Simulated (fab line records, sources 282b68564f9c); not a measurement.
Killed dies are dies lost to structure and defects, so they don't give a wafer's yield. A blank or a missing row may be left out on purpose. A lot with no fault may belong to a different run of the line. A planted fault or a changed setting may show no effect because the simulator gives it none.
A struck lot beside a sound one -- flow ritCmos -- 22 steps out of a route of 202
Sound: these wafers, L491.1, L491.4, L491.6. Wafers L482.1, L482.4, L482.6 were the ones struck. Last of all comes the cause.
For every step that has rows: the tool of each side, followed by ch and its chambers, followed by its first start. Under that, the readings that differ: sound wafers -- struck wafers -- difference of the means -- sigmas: that difference in standard deviations of wafers without a fault.
alike: readings whose means differ by less than 2 such deviations, and words and numbers that are the same on both sides. not compared: withheld readings, readings that some wafer has no value for, bounds like >300 that may hide the same value, and numbers for which the record gives no deviation and whose values overlap.
Wherever a step has rows on one side only, a row that says differs or no value, or a row with sigmas, the two part there. Non-overlapping numbers with no deviation appear without sigmas and do not part them. Lack of a reading on every wafer of one side parts them only where that side has two or more wafers.

first, 2 steps without rows for these wafers: RIT_NSD_HARDBAKE_07 (time 60 s); RIT_NSD_IMPLANT_08.
RIT_NSD_STRIP_09: strips in O2, time 180 s.
  sound on plasmaAsher-01 ch 1, day 6 03:19; struck on plasmaAsher-04 ch 1, day 4 09:07
  alike: drypumpMotorCurrentA
  not compared: rfHoursCounterH
RIT_NSD_TW_MEAS_10:
  sound: filmMetro-04 at day 6 03:29; struck: filmMetro-01 at day 4 09:17
reading,sound,struck,difference,sigmas
NSD_TW,3078 3072 3066,3116 3126 3125,+50,+2
then, 6 steps without rows for these wafers: RIT_PSD_HMDS_00 (prime time 60 s); RIT_PSD_COAT_01 (resist thk 1000 nm); RIT_PSD_SOFTBAKE_02 (time 60 s); RIT_PSD_EXPOSE_03 (exposes mask M10, target cd 40900 nm); RIT_PSD_PEB_04; RIT_PSD_DEVELOP_05 (develop time 50 s).
RIT_PSD_OVL_MEAS_06:
  sound: overlay-01 at day 6 04:24; struck: overlay-02 at day 4 10:12
  alike: PSD_OVL
then, 1 step without rows for these wafers: RIT_PSD_HARDBAKE_07 (time 60 s).
RIT_PSD_IMPLANT_08:
  sound on implanter-02 ch 0, day 6 04:35; struck on implanter-03 ch 0, day 4 10:23
reading,sound,struck,difference,sigmas
beamEnergyKeV,27.001 27.011 26.999,30.509 30.509 30.514,+3.507,+99 or more
model.implant.rpNm (nm),22.95 22.95 22.95,24.26 24.26 24.26,+1.31,
model.implant.drpNm (nm),12.05 12.05 12.05,13.13 13.13 13.13,+1.08,
  alike: beamOnS
RIT_PSD_STRIP_09: strips in O2, time 180 s.
  sound on plasmaAsher-02 ch 1, day 6 04:44; struck on plasmaAsher-03 ch 0,1, day 4 10:32
  alike: drypumpMotorCurrentA
  not compared: rfHoursCounterH
RIT_PSD_TW_MEAS_10:
  sound: filmMetro-04 at day 6 04:55; struck: filmMetro-01 at day 4 10:43
reading,sound,struck,difference,sigmas
PSD_TW,3375 3395 3394,3526 3520 3534,+139,+6
then, 3 steps without rows for these wafers: RIT_SDANNEAL_CLEAN_00 (cleans in SC1, time 600 s); RIT_SDANNEAL_CLEAN_01 (cleans in dHF, time 30 s); RIT_SDANNEAL_CLEAN_02 (cleans in SC2, time 600 s).
RIT_SDANNEAL_RTA_03: time 5 s.
  sound on rtpAnneal-01 ch 0, day 6 05:23; struck on rtpAnneal-02 ch 0, day 4 11:08
  alike: wafer_temp_C_max
RIT_SDANNEAL_RS_MEAS_04: a four-point-probe measurement.
  sound: filmMetro-04 at day 6 05:26; struck: filmMetro-01 at day 4 11:12
reading,sound,struck,difference,sigmas
PSD_RS (ohm/sq),116.4 116.1 116.3,109.1 108.8 109.1,-7.3,-21
RIT_SDANNEAL_RS_MEAS_05: a four-point-probe measurement.
  sound: filmMetro-04 at day 6 05:33; struck: filmMetro-01 at day 4 11:19
  alike: NSD_RS
RIT_M1_PROBE_99:
  sound: prober-02 at day 6 12:59; struck: prober-01 at day 4 18:45
reading,sound,struck,difference,sigmas
model.etest.vpnp.gain,1.061 1.09 1.089,1.139 1.128 1.123,+0.050,
model.etest.diodePplusComb.cjFfUm2,1.945 1.936 1.945,1.95 1.953 1.955,+0.01,
  alike: killedAtFrontEnd, killedDies, killedOpen, killedShort
  not compared: model.etest.contactPplus.endOhmUm, model.etest.diodePplusNwell.bvV, model.etest.diodePplusNwell.cjFfUm2

== WHERE THEY PART ==
Last at RIT_SDANNEAL_RS_MEAS_04 as far as this record goes, first at RIT_NSD_TW_MEAS_10. Later steps at which nothing parts them and some readings are alike: RIT_SDANNEAL_RS_MEAS_05, RIT_M1_PROBE_99.

WHY: whatever the simulator had introduced
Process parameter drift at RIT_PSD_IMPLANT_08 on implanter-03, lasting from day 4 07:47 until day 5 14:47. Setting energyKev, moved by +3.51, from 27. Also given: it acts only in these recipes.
